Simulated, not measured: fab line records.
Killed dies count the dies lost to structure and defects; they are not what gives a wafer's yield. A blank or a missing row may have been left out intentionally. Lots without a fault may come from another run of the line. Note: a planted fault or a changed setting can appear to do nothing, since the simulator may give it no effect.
Code-filled problem report in 8D (eight disciplines) form || flow rit_cmos || the parts of the form that need people (team, actions taken, sign-off) are left out

== 1. WHAT IS WRONG ==
Wafers without a fault read 5e+15, standard deviation 5.7e+12; dose_ions_cm2 at RIT_PSD_IMPLANT_08 reads a mean of 5e+15 on 6 wafers belonging to 2 lots. That is -21 standard deviations from the usual mean.
Seen first at day 4 17:54 on implanter-02, wafer L427.2. The record holds 39 wafers of 13 lots with a number at this step. The rule behind "out" and "out of limits": a value lying over 4 standard deviations away from the usual mean. The other wafers with a number count as sound.

== 2. WHAT IT IS, WHAT IT ISN'T ==
{"question": "which readings at this step", "is": "dose_ions_cm2", "is not": "-"}
{"question": "which lots", "is": "L427, L435", "is not": "L420, L421, L422, L423, L424, L425, L426, L434, L437, L438, L439"}
{"question": "which wafers of those lots", "is": "all that have a number", "is not": "-"}
{"question": "read on which tools", "is": "implanter-02", "is not": "implanter-03, implanter-04"}
{"question": "when", "is": "from day 4 17:54", "is not": "up to then (21 sound wafers); but 12 sound wafers of L434, L437, L438, L439 came after"}

== 3. WHAT RULES OUT EACH SUSPECT ==
Counting: any tool at a process step up to the reading is kept as a suspect provided that every lot that is out went through it and no sound lot did after the first of them.
- implanter-02 at RIT_PSD_IMPLANT_08: kept. Every lot that is out went through it, starting with L427 (day 4 17:54), and after that it ran no sound lot; the last sound lot it ran before then is L425 (day 4 14:26). Its own dose_ions_cm2 readings are out on those wafers.
Remaining after the count: implanter-02 at RIT_PSD_IMPLANT_08.

== 4. THE CAUSE (what the simulator had put in) ==
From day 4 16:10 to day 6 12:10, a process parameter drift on implanter-02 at RIT_PSD_IMPLANT_08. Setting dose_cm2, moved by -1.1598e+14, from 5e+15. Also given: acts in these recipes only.
This tool alone remained once counting was done.

== 5. SEQUENCE OF EFFECTS, ordered by route ==
Each row: a reading where the mean over the struck wafers with a number is more than 3 standard deviations away from the usual. Only readings whose record carries a usual standard deviation are examined. hours: median over the lots of the time between each lot's start at the first step of this table that gives one and its start at this step. sigmas: the change, counted in usual standard deviations.
{"hours": 0, "step": "RIT_PSD_IMPLANT_08", "reading": "dose_ions_cm2", "usual": 5e+15, "on struck wafers": 5e+15, "change": -1e+14, "sigmas": -21}
Process steps it contains:
- RIT_PSD_IMPLANT_08

== 6. WHAT WOULD HAVE CAUGHT IT SOONER ==
First out-of-limits reading in this record: day 4 17:54, which is 2 hours after fault onset at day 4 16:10.
